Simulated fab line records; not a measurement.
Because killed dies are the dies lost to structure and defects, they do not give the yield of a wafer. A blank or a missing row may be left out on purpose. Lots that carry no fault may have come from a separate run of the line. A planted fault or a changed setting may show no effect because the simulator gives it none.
Split-lot study	flow berkeley_cmos170	23 wafers read across 5 lots, on a route 331 steps long

SPLIT DETAILS
At UCB170_M3_SPUTTER_01 (material Al, target thk 900 nm, time 120 s), the setting power_w was moved away from the recipe's 6000 W on 7 of the 23 wafers read, by -11.7% to +10.2%. This setting was run at the recipe's value on the other wafers.

FROM THE SPLIT TO THE READING: what the file shows between them, 6 steps
- UCB170_M3_RS_MEAS_02: measures by four-point-probe
- UCB170_M3_THK_MEAS_03: measures by xrf
- UCB170_M3_PEB_13 (also split here: peb_temp_c)
- UCB170_M3_DEVELOP_14: develop time 45 s
- UCB170_M3_CD_MEAS_15: target cd 700 nm
- UCB170_M3_ETCH_17: etches BARC in N2/H2

THE READING
oes_product_au, in a.u., at UCB170_M3_METAL_ETCH_18 (etches Al in Cl2/BCl3, stops on SiO2, target depth 1170 nm, time 195 s). A value of 0.844 a.u. with a standard deviation of 0.012 a.u. is what fault-free wafers of this fab line usually give.

wafer	tool, chamber at the split	power_w as run, W	against the recipe	oes_product_au, a.u.	against lot-mates on the recipe
L075.1	pvd_sputter-04, -	6000	recipe	0.869	-
L075.2	pvd_sputter-04, -	6000	recipe	0.843	-
L075.4	pvd_sputter-04, -	6000	recipe	0.866	-
L075.5	pvd_sputter-04, -	6000	recipe	0.874	-
L075.6	pvd_sputter-04, -	6000	recipe	0.838	-
L076.2	pvd_sputter-03, -	6000	recipe	0.851	-
L076.3	pvd_sputter-03, -	5298	-11.7%	0.793	-0.056
L076.4	pvd_sputter-03, -	6000	recipe	0.849	-
L076.5	pvd_sputter-03, -	5298	-11.7%	0.794	-0.055
L076.6	pvd_sputter-03, -	6000	recipe	0.847	-
L077.1	pvd_sputter-04, -	6000	recipe	0.835	-
L077.2	pvd_sputter-04, -	6610	+10.2%	0.883	+0.048
L077.3	pvd_sputter-04, -	6610	+10.2%	0.876	+0.041
L077.4	pvd_sputter-04, -	6610	+10.2%	0.878	+0.043
L077.5	pvd_sputter-04, -	6000	recipe	0.835	-
L083.2	pvd_sputter-03, -	6000	recipe	0.845	-
L083.3	pvd_sputter-03, -	6000	recipe	0.847	-
L083.4	pvd_sputter-03, -	5772	-3.8%	0.850	-0.001
L083.5	pvd_sputter-03, -	6000	recipe	0.861	-
L083.6	pvd_sputter-03, -	5772	-3.8%	0.824	-0.027
L085.3	pvd_sputter-04, -	6000	recipe	0.838	-
L085.4	pvd_sputter-04, -	6000	recipe	0.841	-
L085.5	pvd_sputter-04, -	6000	recipe	0.822	-

FIT RESULTS
A straight line over all 23 wafers: oes_product_au changes by +0.00376 a.u. for each +1% of power_w; r = +0.84; the points scatter about the line by 0.013 a.u.
The same after taking each lot's own level away (the mean of its wafers on the recipe; 23 wafers): +0.00448 a.u. for each +1%; r = +0.93; scatter 0.0094 a.u.
That fit puts the effect of the largest move of power_w on the reading at 0.052 a.u.
The lots' own levels span 0.8337 to 0.8580 a.u., that is 2.0 times the standard deviation above.
So the slope is not independent of the lot-to-lot level: the two fits are not the same.
Check: with one of the wafers moved furthest among these (-11.7%) left out of the fit, the line predicts -0.0514 a.u. for it against its lot-mates. It came out at -0.056 a.u. against them.

FURTHER SPLITS ON THESE WAFERS
Note: prior to the reading, these wafers also went through further splits. Each is held against what the fit with the lots' levels taken away leaves over:
other split on the same wafers	wafers away from the commonest value	r with oes_product_au (lot level and that fit taken away)
UCB170_V2_COAT_07 resist_thk_nm	5	+0.07
UCB170_M3_PEB_13 peb_temp_c	8	-0.43

THE WHOLE CHAIN: every reading that the file lists as answering this split, in the file's order
step	what it does	reading	change (the file's fit)	r (the file's)
UCB170_M3_SPUTTER_01	material Al, target thk 900 nm, time 120 s	Al_of_M3_SPUTTER_01.thk_nm (the simulator's own value, which no gauge read)	+8.82 nm for each +1% of the setting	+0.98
UCB170_M3_RS_MEAS_02	measures by four-point-probe	M3_AL_RS	-0.000327 for each +1% of the setting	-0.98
UCB170_M3_THK_MEAS_03	measures by xrf	M3_AL_THK	+8.53 for each +1% of the setting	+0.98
UCB170_M3_METAL_ETCH_18	etches Al in Cl2/BCl3, stops on SiO2, target depth 1170 nm, time 195 s	oes_product_au	+0.00454 a.u. for each +1% of the setting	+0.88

FILE'S OWN FIT
oes_product_au changes by +0.00454 a.u. for each +1% of power_w, r = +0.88.
